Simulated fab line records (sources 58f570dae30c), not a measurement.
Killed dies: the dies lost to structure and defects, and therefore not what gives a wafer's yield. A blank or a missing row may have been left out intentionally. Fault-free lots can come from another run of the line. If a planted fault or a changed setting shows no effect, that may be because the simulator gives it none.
One fault through the eyes of 2 desks / flow berkeley-cmos170 / each desk holds nothing but its own numbers, with what lay behind them at the end

## AT THE TOOL OWNER'S DESK: rie-diel-03
The tool's own readings at UCB170_V1_ETCH_14 (etches SiO2 in CHF3/CF4/Ar, stops on Al, target depth 1250 nm, time 291 s): means of the sampled wafers that have a number, for each lot that ran on this tool. Any lot whose mean is over 4 standard deviations away from the usual mean is out of limits and marked OUT; that distance is given in the brackets.
Columns: A = chamber-pressure-mTorr at UCB170_V1_ETCH_14, usual 200.01 mTorr; B = drypump-motor-current-A at UCB170_V1_ETCH_14, usual 5.8 A; C = oes-product-au at UCB170_V1_ETCH_14, usual 0.870 a.u.; D = throttle-valve-pct at UCB170_V1_ETCH_14, usual 6.91 %
lot=L132; first seen here=day 9 01:01; A=200.02; B=5.6; C=0.871; D=6.82
lot=L129; first seen here=day 9 01:52; A=200.14; B=5.6; C=0.870; D=6.82
lot=L134; first seen here=day 9 02:36; A=200.09; B=5.7; C=0.877; D=6.89
lot=L138; first seen here=day 10 02:04; A=200.09; B=5.8; C=0.848; D=6.87
This desk's finding: nothing out of limits on any of the 4 lots.

## THE METROLOGY DESK
Means of the sampled wafers that have a number, per lot and without regard to the tool the lot ran on: this is what the gauges read. Any lot whose mean is over 4 standard deviations away from the usual mean is out of limits and marked OUT; that distance is given in the brackets.
Columns: A = M1_AL_THK at UCB170_M1_THK_MEAS_02, usual 616 nm
lot=L132; first seen here=day 8 16:36; A=632
lot=L129; first seen here=day 8 17:07; A=612
lot=L130; first seen here=day 8 19:10; A=626
lot=L131; first seen here=day 8 19:21; A=604
lot=L134; first seen here=day 8 20:26; A=625
lot=L133; first seen here=day 8 21:50; A=616
lot=L138; first seen here=day 9 18:59; A=611
lot=L144; first seen here=day 10 23:46; A=609
lot=L146; first seen here=day 12 00:21; A=617
lot=L147; first seen here=day 12 02:34; A=610
lot=L148; first seen here=day 12 03:10; A=623
lot=L150; first seen here=day 12 10:01; A=616
lot=L152; first seen here=day 12 19:52; A=619
This desk's finding: nothing out of limits on any of the 13 lots.

## BROUGHT TOGETHER
The tool owner's desk saw nothing out of limits.
The metrology desk saw nothing out of limits.

## WHAT THE SIMULATOR HAD INSERTED
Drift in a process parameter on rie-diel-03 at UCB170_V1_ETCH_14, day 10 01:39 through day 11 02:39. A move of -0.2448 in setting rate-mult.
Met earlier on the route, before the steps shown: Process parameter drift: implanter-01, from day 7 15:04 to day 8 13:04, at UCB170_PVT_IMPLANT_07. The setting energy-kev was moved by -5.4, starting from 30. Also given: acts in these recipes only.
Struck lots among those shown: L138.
